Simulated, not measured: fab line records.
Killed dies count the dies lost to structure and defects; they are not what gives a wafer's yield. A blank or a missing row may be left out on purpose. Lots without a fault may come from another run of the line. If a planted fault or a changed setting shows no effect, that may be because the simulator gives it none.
Check for tools in common ; flow berkeley cmos170 ; Lots sampled 16, wafers sampled 48

WHY IT WAS OPENED
Of 16 lots, 4 have the reading PSD_RS flagged at UCB170_SDANNEAL_RS_MEAS_02. No-fault wafers: 75.5 ohm/sq, standard deviation 0.3.
Rule: a lot is flagged in two cases, either no wafer of it has a number, or all its wafers with numbers fall more than 4 standard deviations from that mean. The rest of the lots are taken to be sound.

lot;measured;on;PSD_RS (ohm/sq), wafer by wafer;flag
L674;day 8 10:55;film metro-02;75.0 75.4 75.0;
L677;day 8 18:34;film metro-04;75.2 75.1 74.9;
L675;day 8 19:19;film metro-02;75.7 75.4 75.4;
L676;day 8 19:52;film metro-03;75.7 75.5 75.6;
L681;day 9 05:01;film metro-04;75.5 75.2 75.4;
L678;day 9 05:13;film metro-02;75.4 76.0 75.7;
L679;day 9 05:40;film metro-03;75.8 75.6 75.5;
L680;day 9 05:50;film metro-04;75.5 75.4 75.2;
L682;day 9 17:52;film metro-04;75.9 75.6 75.7;
L684;day 10 03:55;film metro-04;56.5 56.6 56.5;FLAGGED
L685;day 10 04:16;film metro-02;56.6 56.5 56.5;FLAGGED
L687;day 10 19:52;film metro-03;56.7 56.6 56.5;FLAGGED
L688;day 10 20:08;film metro-02;56.7 57.0 57.0;FLAGGED
L692;day 11 18:59;film metro-04;75.1 75.2 75.1;
L694;day 12 14:52;film metro-04;75.5 75.5 75.8;
L696;day 13 07:56;film metro-02;75.4 75.6 75.6;
The mean of the flagged lots' numbers is 56.6 ohm/sq, -18.9 ohm/sq from the usual (-63 standard deviations).

LOT BY LOT: THE TOOL USED
The record keeps 1 process step preceding the reading, out of 331 steps on the route. Read each cell as the tool, then ch plus the chambers that the sampled wafers visited, then the start.
lot;flag;UCB170_SDANNEAL_RTA_01
L674;;rtp anneal-02 ch 0, day 8 10:51
L677;;rtp anneal-01 ch 0, day 8 18:29
L675;;rtp anneal-02 ch 0, day 8 19:15
L676;;rtp anneal-02 ch 0, day 8 19:48
L681;;rtp anneal-02 ch 0, day 9 04:57
L678;;rtp anneal-01 ch 0, day 9 05:09
L679;;rtp anneal-02 ch 0, day 9 05:35
L680;;rtp anneal-01 ch 0, day 9 05:46
L682;;rtp anneal-02 ch 0, day 9 17:48
L684;FLAGGED;rtp anneal-02 ch 0, day 10 03:50
L685;FLAGGED;rtp anneal-02 ch 0, day 10 04:12
L687;FLAGGED;rtp anneal-02 ch 0, day 10 19:47
L688;FLAGGED;rtp anneal-02 ch 0, day 10 20:04
L692;;rtp anneal-01 ch 0, day 11 18:46
L694;;rtp anneal-01 ch 0, day 12 14:49
L696;;rtp anneal-02 ch 0, day 13 07:53
What is done by these steps:
- UCB170_SDANNEAL_RTA_01: time 5 s.
- UCB170_SDANNEAL_RS_MEAS_02: measures by four-point-probe.

FLAGGED AGAINST TOTAL, ONE TOOL AT A TIME (gauges that did the reading follow at the end)
step;tool;lots run;flagged;share of the flagged lots;sound lots run after its first flagged lot
UCB170_SDANNEAL_RTA_01;rtp anneal-01;5;0;none;-
UCB170_SDANNEAL_RTA_01;rtp anneal-02;11;4;all;1 (L696)
UCB170_SDANNEAL_RS_MEAS_02;film metro-02;6;2;some;1 (L696)
UCB170_SDANNEAL_RS_MEAS_02;film metro-03;3;1;some;0
UCB170_SDANNEAL_RS_MEAS_02;film metro-04;7;1;some;2 (L692,L694)

WHAT IS ALLOWED BY THE TABLE
1 row of the table ran every flagged lot: rtp anneal-02 at UCB170_SDANNEAL_RTA_01.
- rtp anneal-02 at UCB170_SDANNEAL_RTA_01: 4 of its 11 lots flagged. Lots that were sound ran on it after the first flagged one (L696); a persistent fault on the entire tool would not allow that.
There is no row in the table that ran each flagged lot and no sound lot after the first.

WHAT THE SIMULATOR HAD PUT IN
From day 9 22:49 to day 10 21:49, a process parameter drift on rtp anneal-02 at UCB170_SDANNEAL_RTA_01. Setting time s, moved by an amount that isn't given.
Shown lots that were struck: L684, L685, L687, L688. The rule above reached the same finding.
